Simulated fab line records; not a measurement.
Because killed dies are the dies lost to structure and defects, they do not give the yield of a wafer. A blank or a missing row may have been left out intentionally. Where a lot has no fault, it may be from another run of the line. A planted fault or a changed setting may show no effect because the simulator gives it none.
Comparing a struck lot with a sound one	flow rit_cmos	29 steps out of a route of 202
Sound: these wafers, L836.2, L836.3, L836.4. The struck wafers were L842.1, L842.2, L842.6. The cause comes at the end.
Order at every step that has rows: each side's tool, ch and its chambers, its first start. Under that, the readings that differ: sound wafers	struck wafers	difference of the means	sigmas: that difference in standard deviations of wafers without a fault.
alike: readings with means less than 2 such deviations apart, plus words and numbers identical on both sides. not compared: withheld readings, readings lacking a value on some wafer, bounds such as >300 that could conceal the same value, and numbers that have no deviation in the record and whose values overlap.
Wherever a step has rows on one side only, a row that says differs or no value, or a row with sigmas, the two part there. Numbers that have no deviation but don't overlap get no sigmas and don't part them. Lack of a reading on every wafer of one side parts them only where that side has two or more wafers.

RIT_FOX2_THK_MEAS_01:
  sound on film_metro-03 at day 2 21:00; struck on film_metro-01 at day 3 18:14
  alike: FOX2_OXIDE_THK
then, 2 steps without rows for these wafers: RIT_FOX2_CLEAN_02 (cleans in dHF, time 180 s); RIT_FOX2_WET_ETCH_03 (etches Si3N4 in H3PO4, target depth 195 nm, time 2700 s).
RIT_FOX2_THK_MEAS_90:
  sound on film_metro-03 at day 2 21:57; struck on film_metro-03 at day 3 19:11
  alike: FIELD_OXIDE_LEFT_1_THK
then, 6 steps without rows for these wafers: RIT_NWELL_HMDS_00 (prime time 60 s); RIT_NWELL_COAT_01 (resist thk 1300 nm); RIT_NWELL_SOFTBAKE_02 (time 60 s); RIT_NWELL_EXPOSE_03 (exposes mask M2, target cd 43900 nm); RIT_NWELL_PEB_04; RIT_NWELL_DEVELOP_05 (develop time 68 s).
RIT_NWELL_OVL_MEAS_06:
  sound on overlay-01 at day 2 23:15; struck on overlay-01 at day 3 20:48
  alike: NWELL_OVL
then, 1 step without rows for these wafers: RIT_NWELL_HARDBAKE_07 (time 120 s).
RIT_NWELL_IMPLANT_08:
  sound on implanter-04 ch 0, day 2 23:34; struck on implanter-01 ch 0, day 3 21:24
RIT_NWELL_STRIP_09: strips in O2, time 180 s.
  sound on plasma_asher-03 ch 0,1, day 2 23:41; struck on plasma_asher-03 ch 0,1, day 3 21:33
  alike: drypump_motor_current_A
  not compared: rf_hours_counter_h
RIT_NWELL_TW_MEAS_10:
  sound on film_metro-04 at day 2 23:52; struck on film_metro-01 at day 3 22:00
reading	sound	struck	difference	sigmas
NWELL_TW	2144 2145 2142	2720 2717 2717	+574	+24
then, 6 steps without rows for these wafers: RIT_PWELL_HMDS_00 (prime time 60 s); RIT_PWELL_COAT_01 (resist thk 1300 nm); RIT_PWELL_SOFTBAKE_02 (time 60 s); RIT_PWELL_EXPOSE_03 (exposes mask M3, target cd 43700 nm); RIT_PWELL_PEB_04; RIT_PWELL_DEVELOP_05 (develop time 68 s).
RIT_PWELL_OVL_MEAS_06:
  sound on overlay-02 at day 3 00:56; struck on overlay-02 at day 4 00:26
  alike: PWELL_OVL
then, 2 steps without rows for these wafers: RIT_PWELL_HARDBAKE_07 (time 120 s); RIT_PWELL_IMPLANT_08.
RIT_PWELL_STRIP_09: strips in O2, time 180 s.
  sound on plasma_asher-01 ch 0,1, day 3 01:22; struck on plasma_asher-02 ch 0,1, day 4 00:57
  alike: drypump_motor_current_A
  not compared: rf_hours_counter_h
RIT_PWELL_TW_MEAS_10:
  sound on film_metro-01 at day 3 01:32; struck on film_metro-04 at day 4 01:07
reading	sound	struck	difference	sigmas
PWELL_TW	976 973 970	939 939 940	-34	-3
then, 1 step without rows for these wafers: RIT_WELLDRIVE_ANNEAL_00 (time 14700 s).
RIT_WELLDRIVE_RS_MEAS_01: measurement is done with a four-point probe.
  sound on film_metro-04 at day 3 07:26; struck on film_metro-03 at day 4 06:33
reading	sound	struck	difference	sigmas
NWELL_RS (ohm/sq)	273.8 274.7 274.2	182.7 183.0 182.9	-91.4	-99 or more
RIT_M1_PROBE_99:
  the record has rows for the sound wafers here (prober-02, day 4 19:15) and none for the struck ones

## WHERE THEY PART
At RIT_NWELL_TW_MEAS_10 first; at RIT_M1_PROBE_99 last (within this record only).

WHY: the cause the simulator had injected
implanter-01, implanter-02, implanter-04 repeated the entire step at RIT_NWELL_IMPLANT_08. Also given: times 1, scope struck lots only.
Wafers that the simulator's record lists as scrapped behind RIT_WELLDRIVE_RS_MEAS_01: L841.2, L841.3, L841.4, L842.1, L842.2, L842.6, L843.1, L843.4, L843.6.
